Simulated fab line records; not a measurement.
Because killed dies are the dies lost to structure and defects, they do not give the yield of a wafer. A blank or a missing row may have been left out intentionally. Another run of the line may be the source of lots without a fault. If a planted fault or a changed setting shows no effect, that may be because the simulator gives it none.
One fault through the eyes of 2 desks || flow rit_cmos || numbers are kept per desk, each desk with only its own; the story behind them comes last

== FOR THE TOOL OWNER'S DESK: lpcvd-01 ==
The tool's own readings at RIT_GATE_CVD_08 (deposits poly-Si from SiH4, target thk 250 nm, time 2157 s): means of the sampled wafers that have a number, for each lot that ran on this tool. Any lot whose mean is over 4 standard deviations away from the usual mean is out of limits and marked OUT; that distance is given in the brackets.
Columns: A = sih4_flow_sccm at RIT_GATE_CVD_08, usual 100.03 sccm; B = spike_tc_centre_C at RIT_GATE_CVD_08, usual 611.5 C; C = spike_tc_load_C at RIT_GATE_CVD_08, usual 629.5 C
{"lot": "L181", "first seen here": "day 2 14:21", "A": 99.90, "B": 612.9, "C": 626.8}
{"lot": "L184", "first seen here": "day 3 06:18", "A": 100.27, "B": 611.1, "C": 630.9}
{"lot": "L188", "first seen here": "day 4 01:53", "A": 100.17, "B": 613.0, "C": 627.8}
{"lot": "L192", "first seen here": "day 4 22:20", "A": 100.12, "B": 611.3, "C": 630.4}
{"lot": "L194", "first seen here": "day 5 07:58", "A": 100.16, "B": 612.1, "C": 628.1}
{"lot": "L198", "first seen here": "day 6 05:14", "A": "49.77 (-99 or more) OUT", "B": 612.7, "C": 626.9}
{"lot": "L202", "first seen here": "day 7 00:41", "A": "49.93 (-99 or more) OUT", "B": 612.1, "C": 626.6}
This desk finds L198, L202 out of limits, L198 being first, at day 6 05:14 (sih4_flow_sccm at RIT_GATE_CVD_08). L181, L184, L188, L192, L194: within limits.

== THE METROLOGY DESK ==
Means of the sampled wafers that have a number, per lot and without regard to the tool the lot ran on: this is what the gauges read. Any lot whose mean is over 4 standard deviations away from the usual mean is out of limits and marked OUT; that distance is given in the brackets.
Columns: A = GATE_POLY_THK at RIT_GATE_THK_MEAS_09, usual 243.3 nm
{"lot": "L180", "first seen here": "day 2 13:37", "A": 244.7}
{"lot": "L181", "first seen here": "day 2 15:59", "A": 240.8}
{"lot": "L184", "first seen here": "day 3 07:57", "A": 245.8}
{"lot": "L185", "first seen here": "day 3 14:35", "A": 244.2}
{"lot": "L186", "first seen here": "day 3 19:08", "A": 241.7}
{"lot": "L188", "first seen here": "day 4 04:19", "A": 240.0}
{"lot": "L190", "first seen here": "day 4 15:56", "A": 246.1}
{"lot": "L191", "first seen here": "day 4 18:47", "A": 243.1}
{"lot": "L192", "first seen here": "day 4 23:58", "A": 244.2}
{"lot": "L193", "first seen here": "day 5 05:53", "A": 245.2}
{"lot": "L194", "first seen here": "day 5 10:25", "A": 243.7}
{"lot": "L198", "first seen here": "day 6 06:52", "A": "119.8 (-59) OUT"}
{"lot": "L202", "first seen here": "day 7 02:20", "A": "120.6 (-58) OUT"}
{"lot": "L203", "first seen here": "day 7 06:40", "A": 240.4}
This desk reports L198, L202 out of limits; the earliest was L198 at day 6 06:52 (GATE_POLY_THK at RIT_GATE_THK_MEAS_09). L180, L181, L184, L185, L186, L188, L190, L191, L192, L193, L194, L203: within limits.

== PUT TOGETHER ==
The tool owner's desk had the chance to raise an alarm at day 6 05:14 on L198, L202.
On L198, L202, the metrology desk was in a position to raise an alarm at day 6 06:52.
Of the lots named, all ran RIT_GATE_CVD_08 on lpcvd-01.

== WHAT THE SIMULATOR HAD INSERTED ==
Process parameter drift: lpcvd-01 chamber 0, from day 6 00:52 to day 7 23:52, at RIT_GATE_CVD_08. Setting sih4_flow_sccm shifted by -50 from 100.
Struck lots among those shown: L198, L202.
Time in hours from fault onset to the first out-of-limits reading at each desk: tool owner's desk 4, metrology desk 6.
